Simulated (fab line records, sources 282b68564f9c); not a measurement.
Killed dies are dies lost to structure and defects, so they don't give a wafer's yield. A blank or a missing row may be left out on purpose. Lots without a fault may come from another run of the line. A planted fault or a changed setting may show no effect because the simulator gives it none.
Which tool did it? | flow rit_cmos | 14 lots, 42 wafers sampled, at 3 steps of a route of 202

WHAT THE GAUGES READ, wafer by wafer
RIT_ACTIVE_CD_MEAS_11: target cd 1400 nm. Usual: cd_nm 1400.4 nm, standard deviation 2.1.
lot  | measured    | on        | cd_nm (nm)           | flag
L905 | day 1 14:36 | cd_sem-02 | 1399.0 1398.2 1397.6 |
L907 | day 2 00:48 | cd_sem-02 | 1399.4 1399.6 1398.6 |
L908 | day 2 06:11 | cd_sem-02 | 1404.0 1401.5 1400.5 |
L909 | day 2 10:37 | cd_sem-01 | 1396.7 1397.4 1395.9 |
L915 | day 3 22:38 | cd_sem-02 | 1398.6 1400.4 1399.4 |
L917 | day 4 02:36 | cd_sem-02 | 1402.0 1403.8 1401.8 |
L918 | day 4 09:05 | cd_sem-01 | 1399.8 1399.3 1401.0 |
L920 | day 4 17:28 | cd_sem-02 | 1400.1 1399.7 1402.4 |
L921 | day 4 22:35 | cd_sem-01 | 1401.5 1400.8 1402.6 |
L922 | day 5 06:40 | cd_sem-01 | 1401.9 1400.3 1399.3 |
L923 | day 5 09:45 | cd_sem-01 | 1399.9 1400.6 1399.0 |
L924 | day 5 13:36 | cd_sem-02 | 1404.9 1404.9 1404.2 |
L926 | day 5 23:38 | cd_sem-01 | 1396.2 1397.2 1398.3 |
L928 | day 6 09:26 | cd_sem-01 | 1400.6 1400.5 1402.6 |

RIT_NWELL_TW_MEAS_10. Usual: NWELL_TW 2126, standard deviation 18.
lot  | measured    | on            | NWELL_TW       | flag
L905 | day 1 23:45 | film_metro-02 | 2145 2145 2149 |
L907 | day 2 08:02 | film_metro-02 | 2115 2124 2123 |
L908 | day 2 13:35 | film_metro-04 | 2145 2154 2149 |
L909 | day 2 20:17 | film_metro-02 | 2130 2132 2127 |
L915 | day 4 05:14 | film_metro-04 | 2144 2152 2143 |
L917 | day 4 10:06 | film_metro-01 | 2107 2100 2116 |
L918 | day 4 19:01 | film_metro-02 | 2140 2128 2137 |
L920 | day 4 23:45 | film_metro-01 | 2100 2098 2101 |
L921 | day 5 08:04 | film_metro-01 | 2125 2102 2131 |
L922 | day 5 14:35 | film_metro-01 | 2114 2129 2119 |
L923 | day 5 18:10 | film_metro-04 | 2125 2141 2136 |
L924 | day 5 21:16 | film_metro-02 | 2155 2145 2156 |
L926 | day 6 08:13 | film_metro-01 | 2113 2099 2103 |
L928 | day 6 16:39 | film_metro-04 | 2135 2134 2142 |

RIT_PRETRO_OVL_MEAS_06. Usual: PRETRO_OVL -0.3 nm, standard deviation 1.4.
lot  | measured    | on         | PRETRO_OVL (nm) | flag
L905 | day 2 09:41 | overlay-02 | -0.9 -1.6 -0.3  |
L907 | day 2 17:50 | overlay-01 | 0.3 -1.8 -0.3   |
L908 | day 2 23:34 | overlay-02 | 0.6 0.1 2.8     |
L909 | day 3 05:44 | overlay-02 | 1.1 0.3 -1.0    |
L915 | day 4 15:11 | overlay-01 | -1.1 -1.0 -1.4  |
L917 | day 4 21:07 | overlay-01 | -2.1 -0.5 -2.0  |
L918 | day 5 05:04 | overlay-02 | -0.7 -1.3 1.4   |
L920 | day 5 11:54 | overlay-01 | 0.3 1.6 0.3     |
L921 | day 5 19:29 | overlay-02 | 1.1 -0.5 -1.4   |
L922 | day 6 00:37 | overlay-02 | 0.4 0.3 -0.2    |
L923 | day 6 05:11 | overlay-02 | 3.2 1.5 0.4     |
L924 | day 6 07:18 | overlay-02 | 0.6 -1.0 1.7    |
L926 | day 6 18:34 | overlay-02 | -0.4 -1.9 -1.8  |
L928 | day 7 05:37 | overlay-01 | -0.9 -0.3 0.8   |

WHICH TOOL RAN EACH LOT (tool, then ch and the chambers of the sampled wafers, then the start)
The record holds no process step before these readings.

WHAT THE TOOLS THEMSELVES READ (means of the sampled wafers that have a number; where no wafer has one, the mark that the record gives instead)
The record holds no such reading with a usual standard deviation.

THE ANSWER, worked out from the rows above alone
Rule: a lot is off if the mean of its wafers that have a number lies more than 3 standard deviations from the usual mean. A lot without any number at a reading at which 4 lots or more have one is off too. The other lots that the step has rows for count as sound. The gauges are gone through in route order, then the tools' own readings, and for those a lot's mean is taken as printed above. The first step at which some lot is off is used, and at that step the reading that is off furthest; a lot without a number counts as furthest.
No lot is off at any reading shown: from this, nothing can be told.

WHAT THE SIMULATOR HAD PUT IN
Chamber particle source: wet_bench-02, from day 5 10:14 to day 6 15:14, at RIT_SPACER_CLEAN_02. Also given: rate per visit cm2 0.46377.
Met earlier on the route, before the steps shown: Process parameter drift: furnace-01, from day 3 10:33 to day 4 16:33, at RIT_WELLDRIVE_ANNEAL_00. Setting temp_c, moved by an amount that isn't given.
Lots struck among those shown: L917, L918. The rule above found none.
